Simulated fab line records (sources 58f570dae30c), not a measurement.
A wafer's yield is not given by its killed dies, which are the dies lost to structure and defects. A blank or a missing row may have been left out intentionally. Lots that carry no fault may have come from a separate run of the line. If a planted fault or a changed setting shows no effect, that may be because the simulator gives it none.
Struck lot and sound lot, side by side | flow berkeley cmos170 | 43 steps out of a route of 331
Sound: these wafers, L625.3, L625.4, L625.6. Struck: wafers L617.2, L617.3, L617.6. The cause is named last.
Each step with rows lists, per side, the tool, then ch with its chambers, then its first start. Under that, the readings that differ: sound wafers | struck wafers | difference of the means | sigmas: that difference in standard deviations of wafers without a fault.
alike: readings whose means differ by less than 2 such deviations, and words and numbers that are the same on both sides. not compared: withheld readings, readings that some wafer has no value for, bounds like >300 that may hide the same value, and numbers for which the record gives no deviation and whose values overlap.
A row with sigmas, a row that says differs or no value, or rows on one side alone: a step with any of these is where the two part. Numbers that have no deviation but don't overlap get no sigmas and don't part them. Lack of a reading on every wafer of one side parts them only where that side has two or more wafers.

first, 1 step without rows for these wafers: UCB170_GATE_ETCH_15 (etches poly-Si in HBr/Cl2, stops on SiO2, time 56.3 s, target depth 278.2 nm).
UCB170_GATE_STRIP_16: strips in O2.
  sound on plasma asher-03 ch 0,1, day 10 03:34; struck on plasma asher-01 ch 0,1, day 8 22:02
  reading                     | sound       | struck      | difference | sigmas
  drypump motor current A (A) | 5.7 5.0 5.0 | 6.4 6.4 6.1 | +1.1       | +2
  alike: oes product au
  not compared: rf hours counter h
UCB170_GATE_CD_MEAS_90 targets a cd of 350 nm.
  sound on cd sem-02, day 10 03:40; struck on cd sem-02, day 8 22:10
  alike: cd nm
then, 7 steps without rows for these wafers: UCB170_GATE_CLEAN_17 (cleans in SPM, time 600 s); UCB170_PLDD_HMDS_00 (prime time 60 s); UCB170_PLDD_COAT_01 (resist thk 900 nm); UCB170_PLDD_SOFTBAKE_02 (time 60 s); UCB170_PLDD_EXPOSE_03 (exposes mask PSELECT, target cd 1200 nm); UCB170_PLDD_PEB_04; UCB170_PLDD_DEVELOP_05 (develop time 45 s).
UCB170_PLDD_CD_MEAS_06 targets a cd of 1200 nm.
  sound on cd sem-01, day 10 08:31; struck on cd sem-01, day 9 00:12
  alike: cd nm
UCB170_PLDD_OVL_MEAS_07:
  sound on overlay-02, day 10 08:36; struck on overlay-02, day 9 00:19
  alike: PLDD_OVL
UCB170_PLDD_IMPLANT_08:
  sound on implanter-03 ch 0, day 10 08:41; struck on implanter-02 ch 0, day 9 00:25
  reading            | sound                         | struck                        | difference | sigmas
  beam on s (s)      | 10.01 10.02 10.09             | 16.09 15.88 15.78             | +5.88      | +28
  dose ions cm2      | 5.005e+13 4.989e+13 4.996e+13 | 9.768e+13 9.767e+13 9.769e+13 | +4.771e+13 | +99 or more
  faraday current uA | 158 158 158                   | 192 194 196                   | +36        | +11
following that, these wafers have no rows for 1 step: UCB170_PLDD_IMPLANT_09.
UCB170_PLDD_STRIP_10: strips in O2.
  sound on plasma asher-03 ch 0,1, day 10 08:58; struck on plasma asher-04 ch 0,1, day 9 00:41
  alike: drypump motor current A, oes product au, strip time to endpoint s
  not compared: rf hours counter h
UCB170_PLDD_TW_MEAS_11:
  sound on film metro-01, day 10 09:03; struck on film metro-02, day 9 01:01
  reading | sound          | struck         | difference | sigmas
  PLDD_TW | 1009 1004 1001 | 1128 1124 1122 | +120       | +12
  not compared: hold
then, 6 steps without rows for these wafers: UCB170_NLDD_HMDS_00 (prime time 60 s); UCB170_NLDD_COAT_01 (resist thk 900 nm); UCB170_NLDD_SOFTBAKE_02 (time 60 s); UCB170_NLDD_EXPOSE_03 (exposes mask NSELECT, target cd 1200 nm); UCB170_NLDD_PEB_04; UCB170_NLDD_DEVELOP_05 (develop time 45 s).
UCB170_NLDD_CD_MEAS_06 targets a cd of 1200 nm.
  sound on cd sem-01, day 10 12:51; struck on cd sem-01, day 9 07:10
  alike: cd nm
UCB170_NLDD_OVL_MEAS_07:
  sound on overlay-02, day 10 12:56; struck on overlay-02, day 9 07:16
  alike: NLDD_OVL
then, 2 steps without rows for these wafers: UCB170_NLDD_IMPLANT_08; UCB170_NLDD_IMPLANT_09.
UCB170_NLDD_STRIP_10: strips in O2.
  sound on plasma asher-04 ch 0,1, day 10 13:18; struck on plasma asher-04 ch 0,1, day 9 07:35
  alike: drypump motor current A, oes product au, strip time to endpoint s
  not compared: rf hours counter h
UCB170_NLDD_TW_MEAS_11:
  sound on film metro-03, day 10 13:23; struck on film metro-03, day 9 07:42
  alike: NLDD_TW
then, 1 step without rows for these wafers: UCB170_NLDD_CLEAN_12 (cleans in SPM, time 600 s).
UCB170_SPACER_CVD_00: deposits SiO2 from TEOS/O2, target thk 376 nm, time 47 s.
  sound on pecvd-01 ch 0,2, day 10 13:41; struck on pecvd-03 ch 0,1, day 9 07:56
  alike: heater power w
UCB170_SPACER_THK_MEAS_01:
  sound on film metro-04, day 10 13:44; struck on film metro-04, day 9 08:02
  alike: SPACER_TEOS_THK
then, 1 step without rows for these wafers: UCB170_SPACER_ANNEAL_02 (time 1800 s).
UCB170_SPACER_ETCHBACK_03: etches SiO2 in CHF3/CF4/Ar, stops on Si, target depth 376 nm, time 100 s.
  sound on rie diel-01 ch 0,1, day 10 18:08; struck on rie diel-01 ch 0,3, day 9 15:04
  alike: drypump motor current A, oes product au, throttle valve pct
  not compared: rf hours counter h
then, 6 steps without rows for these wafers: UCB170_PSD_HMDS_00 (prime time 60 s); UCB170_PSD_COAT_01 (resist thk 900 nm); UCB170_PSD_SOFTBAKE_02 (time 60 s); UCB170_PSD_EXPOSE_03 (exposes mask PSELECT MOD, target cd 1200 nm); UCB170_PSD_PEB_04; UCB170_PSD_DEVELOP_05 (develop time 45 s).
UCB170_PSD_CD_MEAS_06 targets a cd of 1200 nm.
  sound on cd sem-01, day 10 19:31; struck on cd sem-01, day 9 17:05
  alike: cd nm
UCB170_PSD_OVL_MEAS_07:
  sound on overlay-02, day 10 19:36; struck on overlay-01, day 9 17:11
  alike: PSD_OVL
UCB170_SDANNEAL_RS_MEAS_04: measurement is done with a four-point probe.
  sound on film metro-02, day 10 23:08; struck on film metro-01, day 9 21:10
  reading          | sound          | struck      | difference | sigmas
  PLDD_RS (ohm/sq) | 1027 1029 1029 | 763 763 765 | -265       | -85
  not compared: hold
UCB170_M3_PROBE_99:
  rows exist in the record for the sound wafers here (prober-01, day 11 21:35), none for the struck ones

WHERE THEY PART
Last at UCB170_M3_PROBE_99 as far as this record goes, first at UCB170_GATE_STRIP_16.

WHY: what the simulator had put in
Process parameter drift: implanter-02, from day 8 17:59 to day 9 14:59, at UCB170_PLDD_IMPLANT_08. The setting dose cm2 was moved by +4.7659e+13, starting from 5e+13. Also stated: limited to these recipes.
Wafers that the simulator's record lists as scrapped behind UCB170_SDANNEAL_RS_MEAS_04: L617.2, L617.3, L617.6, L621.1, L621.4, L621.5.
